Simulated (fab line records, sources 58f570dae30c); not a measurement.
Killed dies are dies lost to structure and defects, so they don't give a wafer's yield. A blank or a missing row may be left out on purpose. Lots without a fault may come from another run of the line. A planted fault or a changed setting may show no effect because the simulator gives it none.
fab line records | flow berkeley_cmos170 | part 2 of 2: steps 31 to 42 of 42
record lots=5 wafers=15 last_day=12
route steps=331 shown M1@239 V1@254 M2@271
lots that met no fault: from a run of the same line without faults
start_h: hours from the record's first day to the start of the lot's first wafer shown | wait_h: hours since the lot's step before | " the same as in the row above | L1.1+2: a row that stands for several wafers | - no value, or no start given | * or withheld: withheld | < > ~ a bound
route shown NAME@n: a module of which the file shows steps, and the number in the route of the first | usual: mean/standard deviation of fault-free wafers | same: alike in all rows | chamber/n: place in a boat | sites: the reading at each site | _std_site: their standard deviation | _edge_site: outer sites' mean less inner sites' | radius_mm: how far each site lies from the wafer's centre | mask NAME#n: copy n | behind: the tool/chamber that last shaped the wafer | hold: why the lot was held/for how many hours/how that ended | device: the transistor (n, p or np) that didn't switch | end of line: the same wafers' tests at the end of the route | a step without rows: its recipe alone | killed: dies lost to structure and defects at the first sort, not the wafer's yield | map: a wafer's dies, x killed, . not, _ none there
set.NAME: the setting as run; set.NAME@STEP: as run at that earlier step | model.NAME: the simulator's own value behind a step, which no gauge read
lots at some steps of the route; a table a step, a row a wafer
services: from which hour (start_h, from the record's first day; less than 0 if before it) a tool's chamber was out of use, for how many hours, and why
## steps
# step UCB170_V1_STRIP_15
# recipe chemistry=O2 power_w=400 pressure_mtorr=3500 platen_temp_c=withheld o2_flow_sccm=400 overash_fraction=0.5
# usual drypump_motor_current_A=5.7/0.32 oes_product_au=0.721/0.0046 strip_time_to_endpoint_s=15.35/0.12
# columns lot.wafer tool chamber start_h wait_h drypump_motor_current_A oes_product_au rf_hours_counter_h strip_time_to_endpoint_s
L074.1 plasma_asher-02 1 158.33 0.1 5.6 0.723 5 15.44
L074.4 " 0 " " 5.9 0.727 - 15.55
L074.5 " 1 " " 5.6 0.718 - 15.50
L084.1 plasma_asher-04 1 209.69 0.1 5.6 0.732 51 15.21
L084.5 " 0 " " 6.6 0.720 - 15.50
L084.6 " 1 " " 5.5 0.716 - 15.31
L092.1 plasma_asher-04 0 246.73 0.1 6.6 0.723 55 15.35
L092.5 " 1 " " 5.5 0.728 - 15.21
L092.6 " 0 " " 6.5 0.722 - 15.38
L095.1 plasma_asher-01 1 271.96 0.1 5.6 0.720 58 15.26
L095.2 " 0 " " 5.5 0.716 58 15.35
L095.3 " 1 " " 5.7 0.723 - 15.36
L093.1 plasma_asher-01 0 272.28 0.1 5.5 0.730 58 15.35
L093.3 " 1 " " 5.6 0.721 - 15.35
L093.6 " 0 " " 5.5 0.731 - 15.33
# step UCB170_V1_CD_MEAS_90
# recipe target_cd_nm=700
# usual cd_nm=700.1/1.7
# columns lot.wafer tool chamber start_h wait_h cd_nm
L074.1 cd_sem-02 - 158.43 0.1 702.0
L074.4 " - " " 701.5
L074.5 " - " " 702.7
L084.1 cd_sem-02 - 209.79 0.1 699.4
L084.5 " - " " 700.5
L084.6 " - " " 701.9
L092.1 cd_sem-01 - 246.83 0.1 699.5
L092.5 " - " " 699.3
L092.6 " - " " 697.3
L095.1 cd_sem-01 - 272.06 0.1 698.6
L095.2 " - " " 699.3
L095.3 " - " " 700.1
L093.1 cd_sem-01 - 272.38 0.1 700.0
L093.3 " - " " 698.9
L093.6 " - " " 702.6
# step UCB170_M2_PRE_CLEAN_00
# recipe gas=Ar preclean_etch_time_s=60
# columns lot.wafer tool chamber start_h wait_h
L074.1+4+5 pvd_sputter-02 - 158.55 0.1
L084.1+5+6 pvd_sputter-04 - 209.91 0.1
L092.1+5+6 pvd_sputter-02 - 246.95 0.1
L095.1+2+3 pvd_sputter-02 - 272.18 0.1
L093.1+3+6 pvd_sputter-02 - 272.50 0.1
# step UCB170_M2_SPUTTER_01
# recipe material=Al target_thk_nm=900 time_s=120 power_w=6000 chamber_pressure_pa=0.5
# usual chamber_pressure_pa=0.5000/0.00087 throttle_valve_pct=30.2/0.97
# columns lot.wafer tool chamber start_h wait_h chamber_pressure_pa throttle_valve_pct
L074.1 pvd_sputter-02 - 158.61 0.0 0.4993 30.1
L074.4 " - " " 0.4994 28.7
L074.5 " - " " 0.4996 30.0
L084.1 pvd_sputter-04 - 209.98 0.0 0.5002 29.8
L084.5 " - " " 0.5010 30.2
L084.6 " - " " 0.5002 29.8
L092.1 pvd_sputter-02 - 247.01 0.0 0.4984 28.4
L092.5 " - " " 0.5021 28.9
L092.6 " - " " 0.4999 31.4
L095.1 pvd_sputter-02 - 272.25 0.0 0.5004 28.9
L095.2 " - " " 0.4998 29.9
L095.3 " - " " 0.5004 31.5
L093.1 pvd_sputter-02 - 272.57 0.0 0.4997 28.9
L093.3 " - " " 0.5018 30.2
L093.6 " - " " 0.4990 31.5
# step UCB170_M2_RS_MEAS_02
# recipe thk_meas_gauge=four-point-probe reads=Al_of_M2_SPUTTER_01
# usual M2_AL_RS=0.0320/0.00036
# columns lot.wafer tool chamber start_h wait_h M2_AL_RS[ohm/sq]
L074.1 film_metro-04 - 158.70 0.0 0.0327
L074.4 " - " " 0.0331
L074.5 " - " " 0.0331
L084.1 film_metro-02 - 210.06 0.0 0.0321
L084.5 " - " " 0.0323
L084.6 " - " " 0.0323
L092.1 film_metro-04 - 247.10 0.0 0.0318
L092.5 " - " " 0.0321
L092.6 " - " " 0.0314
L095.1 film_metro-04 - 272.33 0.0 0.0318
L095.2 " - " " 0.0316
L095.3 " - " " 0.0318
L093.1 film_metro-02 - 272.66 0.0 0.0319
L093.3 " - " " 0.0315
L093.6 " - " " 0.0316
# step UCB170_M2_THK_MEAS_03
# recipe thk_meas_gauge=xrf reads=Al_of_M2_SPUTTER_01
# usual M2_AL_THK=889/11
# columns lot.wafer tool chamber start_h wait_h M2_AL_THK[nm]
L074.1 film_metro-04 - 158.82 0.1 868
L074.4 " - " " 863
L074.5 " - " " 860
L084.1 film_metro-02 - 210.18 0.1 878
L084.5 " - " " 875
L084.6 " - " " 876
L092.1 film_metro-04 - 247.22 0.1 895
L092.5 " - " " 889
L092.6 " - " " 909
L095.1 film_metro-04 - 272.45 0.1 899
L095.2 " - " " 903
L095.3 " - " " 907
L093.1 film_metro-02 - 272.78 0.1 890
L093.3 " - " " 896
L093.6 " - " " 898
# step UCB170_M2_HMDS_04
# recipe prime_time_s=60 prime_temp_c=100
# columns lot.wafer tool chamber start_h wait_h
L074.1+4+5 litho_track-02 0 158.88 0.1
L084.1+5+6 litho_track-01 0 210.24 0.1
L092.1+5+6 litho_track-02 0 247.28 0.1
L095.1+2+3 litho_track-01 0 272.51 0.1
L093.1+3+6 litho_track-01 0 272.96 0.2
# step UCB170_M2_COAT_05
# recipe resist=KrF spin_rpm=1500 resist_thk_nm=900
# columns lot.wafer tool chamber start_h wait_h
L074.1+4+5 litho_track-02 0 159.03 0.1
L084.1+5+6 litho_track-01 0 210.39 0.1
L092.1+5+6 litho_track-02 0 247.43 0.1
L095.1+2+3 litho_track-01 0 272.66 0.1
L093.1+3+6 litho_track-01 0 273.11 0.1
# step UCB170_M2_SOFTBAKE_06
# recipe resist=KrF temp_c=130 time_s=60
# columns lot.wafer tool chamber start_h wait_h
L074.1+4+5 litho_track-02 0 159.18 0.1
L084.1+5+6 litho_track-01 0 210.54 0.1
L092.1+5+6 litho_track-02 0 247.58 0.1
L095.1+2+3 litho_track-01 0 272.81 0.1
L093.1+3+6 litho_track-01 0 273.26 0.1
# step UCB170_M2_STRIP_07
# recipe chemistry=O2 power_w=400 pressure_mtorr=3500 platen_temp_c=withheld o2_flow_sccm=394.8 overash_fraction=0.5
# usual drypump_motor_current_A=5.76/0.23 oes_product_au=0.733/0.0045 strip_time_to_endpoint_s=22.01/0.063
# columns lot.wafer tool chamber start_h wait_h drypump_motor_current_A oes_product_au rf_hours_counter_h strip_time_to_endpoint_s
L074.1 plasma_asher-02 1 159.33 0.1 5.59 0.730 5 22.07
L074.4 " 0 " " 5.91 0.732 - 22.10
L074.5 " 0 " " 5.91 0.737 - 22.11
L084.1 plasma_asher-03 0 210.69 0.1 6.05 0.737 42 22.00
L084.5 " 0 " " 6.06 0.735 - 21.97
L084.6 " 1 " " 6.05 0.735 - 22.02
L092.1 plasma_asher-01 1 247.73 0.1 5.65 0.735 55 21.97
L092.5 " 1 " " 5.64 0.737 - 21.92
L092.6 " 0 " " 5.46 0.736 - 21.98
L095.1 plasma_asher-03 1 272.96 0.1 6.05 0.732 49 22.00
L095.2 " 0 " " 6.10 0.734 49 22.03
L095.3 " 1 " " 6.04 0.742 - 22.09
L093.1 plasma_asher-03 1 273.41 0.1 6.05 0.729 49 21.94
L093.3 " 1 " " 6.05 0.724 - 21.90
L093.6 " 1 " " 6.06 0.737 - 21.88
# step UCB170_M2_STRIP_08
# recipe chemistry=DMSO temp_c=80 time_s=600 material=KrF
# columns lot.wafer tool chamber start_h wait_h
L074.1+4+5 wet_bench-04 3 159.60 0.2
L084.1+5+6 wet_bench-02 3 210.85 0.1
L092.1+5+6 wet_bench-04 3 250.75 3.0
L095.1+2+3 wet_bench-02 2 273.06 0.1
L093.1+3+6 wet_bench-02 3 273.61 0.2
# step UCB170_M2_COAT_09
# recipe resist=BARC temp_c=withheld time_s=withheld spin_rpm=3000 resist_thk_nm=withheld
# columns lot.wafer tool chamber start_h wait_h
L074.1+4+5 litho_track-02 0 159.77 0.0
L084.1+5+6 litho_track-02 0 211.10 0.1
L092.1+5+6 litho_track-04 0 250.92 0.0
L095.1+2+3 litho_track-04 0 273.29 0.1
L093.1+3+6 litho_track-01 0 273.86 0.1
## services
# columns tool chamber start_h hours kind
pecvd-02 - 127.89 1.3 repair
cmp-01 - 128.57 4.4 pm
rie_diel-03 - 132.64 1.5 repair
krf_scanner-01 - 132.95 1.3 pm
pecvd-02 - 134.83 0.9 repair
cmp-01 - 134.91 0.6 repair
krf_scanner-01 - 139.23 4.0 pm
pecvd-02 2 142.29 20.9 repair
krf_scanner-01 - 149.59 1.0 pm
krf_scanner-01 - 174.24 1.3 repair
rie_diel-03 3 178.51 3.9 repair
krf_scanner-02 - 194.49 3.6 pm
rie_diel-03 - 199.77 1.8 repair
krf_scanner-01 - 208.01 4.4 pm
rie_diel-03 3 216.75 13.6 repair
krf_scanner-02 - 223.02 1.3 pm
pvd_sputter-02 - 228.07 0.5 repair
krf_scanner-01 - 234.60 0.8 pm
krf_scanner-02 - 237.01 3.0 repair
krf_scanner-01 - 257.03 0.1 repair
pvd_sputter-02 - 258.91 10.6 repair
krf_scanner-01 - 266.47 0.8 pm
krf_scanner-02 - 270.34 1.0 pm
krf_scanner-02 - 272.60 0.8 pm
